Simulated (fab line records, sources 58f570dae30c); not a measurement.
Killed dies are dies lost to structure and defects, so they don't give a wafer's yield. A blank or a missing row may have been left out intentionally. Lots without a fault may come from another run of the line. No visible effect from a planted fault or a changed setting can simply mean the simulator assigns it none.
Tool commonality check | flow berkeley_cmos170 | Sample size 15 lots and 45 wafers

## WHAT PROMPTED THE OPENING
At UCB170_PLDD_TW_MEAS_11 the reading PLDD_TW is flagged on 3 of 15 lots. No-fault wafers: 1009, standard deviation 6.1.
Rule: a lot is flagged in two cases, either no wafer of it has a number, or all its wafers with numbers fall more than 4 standard deviations from that mean. The other lots count as sound.

lot  | measured     | on            | PLDD_TW, wafer by wafer | flag
L181 | day 6 12:19  | film_metro-04 | 1002 1001 1002          |
L182 | day 7 01:15  | film_metro-01 | 1014 1013 1012          |
L184 | day 7 01:31  | film_metro-03 | 1007 1013 1009          |
L183 | day 7 01:56  | film_metro-03 | 1142 1138 1139          | FLAGGED
L187 | day 7 10:55  | film_metro-04 | 1008 1011 1011          |
L186 | day 7 11:11  | film_metro-01 | 1008 1011 1009          |
L189 | day 8 01:49  | film_metro-01 | 1151 1147 1152          | FLAGGED
L191 | day 8 01:50  | film_metro-01 | 1151 1154 1150          | FLAGGED
L192 | day 8 10:26  | film_metro-04 | 1005 1001 1002          |
L197 | day 9 14:29  | film_metro-01 | 1013 1014 1021          |
L198 | day 9 14:43  | film_metro-04 | 1015 1005 1005          |
L199 | day 10 05:13 | film_metro-03 | 1011 1009 1011          |
L200 | day 10 10:35 | film_metro-03 | 1006 1012 1015          |
L202 | day 10 19:47 | film_metro-04 | 1000 992 1001           |
L203 | day 10 20:02 | film_metro-03 | 1015 1009 1013          |
The numbers of the flagged lots are 1147 on average: +138 against the usual, or +23 standard deviations.

## WHICH TOOL EACH LOT WENT THROUGH
Before the reading, the record contains 3 process steps out of a 331-step route. In each cell: the tool, then ch and the chambers that the sampled wafers went through, then the start.
lot  | flag    | UCB170_PFIELD_STRIP_08              | UCB170_GATE_STRIP_16                 | UCB170_PLDD_IMPLANT_09
L181 |         | plasma_asher-02 ch 0,1, day 4 13:19 | plasma_asher-03 ch 0,1, day 6 09:23  | implanter-01 ch 0, day 6 12:04
L182 |         | plasma_asher-02 ch 0,1, day 4 21:06 | plasma_asher-04 ch 0,1, day 6 22:59  | implanter-03 ch 0, day 7 01:01
L184 |         | plasma_asher-01 ch 0,1, day 4 21:17 | plasma_asher-01 ch 0,1, day 6 23:15  | implanter-01 ch 0, day 7 01:17
L183 | FLAGGED | plasma_asher-01 ch 0,1, day 4 20:48 | plasma_asher-04 ch 0,1, day 6 23:30  | implanter-04 ch 0, day 7 01:22
L187 |         | plasma_asher-02 ch 0,1, day 5 15:25 | plasma_asher-04 ch 0,1, day 7 08:10  | implanter-04 ch 0, day 7 10:40
L186 |         | plasma_asher-03 ch 0,1, day 5 15:09 | plasma_asher-04 ch 0,1, day 7 08:26  | implanter-03 ch 0, day 7 10:57
L189 | FLAGGED | plasma_asher-01 ch 0,1, day 6 00:41 | plasma_asher-04 ch 0,1, day 7 23:17  | implanter-01 ch 0, day 8 01:10
L191 | FLAGGED | plasma_asher-03 ch 0,1, day 6 05:17 | plasma_asher-04 ch 0,1, day 7 23:02  | implanter-04 ch 0, day 8 01:01
L192 |         | plasma_asher-02 ch 0,1, day 6 13:54 | plasma_asher-04 ch 0, day 8 07:44    | implanter-04 ch 0, day 8 10:11
L197 |         | plasma_asher-03 ch 0,1, day 7 19:10 | plasma_asher-04 ch 0,1, day 9 11:53  | implanter-03 ch 0, day 9 14:12
L198 |         | plasma_asher-02 ch 0,1, day 7 19:10 | plasma_asher-01 ch 1, day 9 12:02    | implanter-01 ch 0, day 9 14:29
L199 |         | plasma_asher-03 ch 0,1, day 8 04:37 | plasma_asher-01 ch 0,1, day 10 02:43 | implanter-01 ch 0, day 10 04:58
L200 |         | plasma_asher-02 ch 0,1, day 8 12:41 | plasma_asher-01 ch 0,1, day 10 08:35 | implanter-01 ch 0, day 10 10:20
L202 |         | plasma_asher-02 ch 0,1, day 8 17:55 | plasma_asher-04 ch 0,1, day 10 18:00 | implanter-04 ch 0, day 10 19:32
L203 |         | plasma_asher-01 ch 0,1, day 8 18:11 | plasma_asher-01 ch 0,1, day 10 18:14 | implanter-03 ch 0, day 10 19:47
What is done by these steps:
- UCB170_PFIELD_STRIP_08: strips in O2.
- UCB170_GATE_STRIP_16: strips in O2.
- UCB170_PLDD_IMPLANT_09
- UCB170_PLDD_TW_MEAS_11

## FLAGGED OVER TOTAL, TOOL BY TOOL (the gauges that took the reading come last)
step                   | tool            | lots run | flagged | share of the flagged lots | sound lots run after its first flagged lot
UCB170_PFIELD_STRIP_08 | plasma_asher-01 | 4        | 2       | some                      | 2 (L184,L203)
UCB170_PFIELD_STRIP_08 | plasma_asher-02 | 7        | 0       | none                      | -
UCB170_PFIELD_STRIP_08 | plasma_asher-03 | 4        | 1       | some                      | 2 (L197,L199)
UCB170_GATE_STRIP_16   | plasma_asher-01 | 5        | 0       | none                      | -
UCB170_GATE_STRIP_16   | plasma_asher-03 | 1        | 0       | none                      | -
UCB170_GATE_STRIP_16   | plasma_asher-04 | 9        | 3       | all                       | 5 (L187,L186,L192,L197,L202)
UCB170_PLDD_IMPLANT_09 | implanter-01    | 6        | 1       | some                      | 3 (L198,L199,L200)
UCB170_PLDD_IMPLANT_09 | implanter-03    | 4        | 0       | none                      | -
UCB170_PLDD_IMPLANT_09 | implanter-04    | 5        | 2       | some                      | 3 (L187,L192,L202)
UCB170_PLDD_TW_MEAS_11 | film_metro-01   | 5        | 2       | some                      | 1 (L197)
UCB170_PLDD_TW_MEAS_11 | film_metro-03   | 5        | 1       | some                      | 3 (L199,L200,L203)
UCB170_PLDD_TW_MEAS_11 | film_metro-04   | 5        | 0       | none                      | -

## WHAT THE TABLE PERMITS
Rows of the table that ran each flagged lot: 1, that is plasma_asher-04 at UCB170_GATE_STRIP_16.
- plasma_asher-04 at UCB170_GATE_STRIP_16 ran 9 lots, 3 of them flagged. After the first flagged lot (L187, L186, L192, L197, L202), sound lots still ran on it; a lasting fault on the whole tool would not permit that.
There is no row in the table that ran each flagged lot and no sound lot after the first.

## WHAT HAD BEEN PUT IN BY THE SIMULATOR
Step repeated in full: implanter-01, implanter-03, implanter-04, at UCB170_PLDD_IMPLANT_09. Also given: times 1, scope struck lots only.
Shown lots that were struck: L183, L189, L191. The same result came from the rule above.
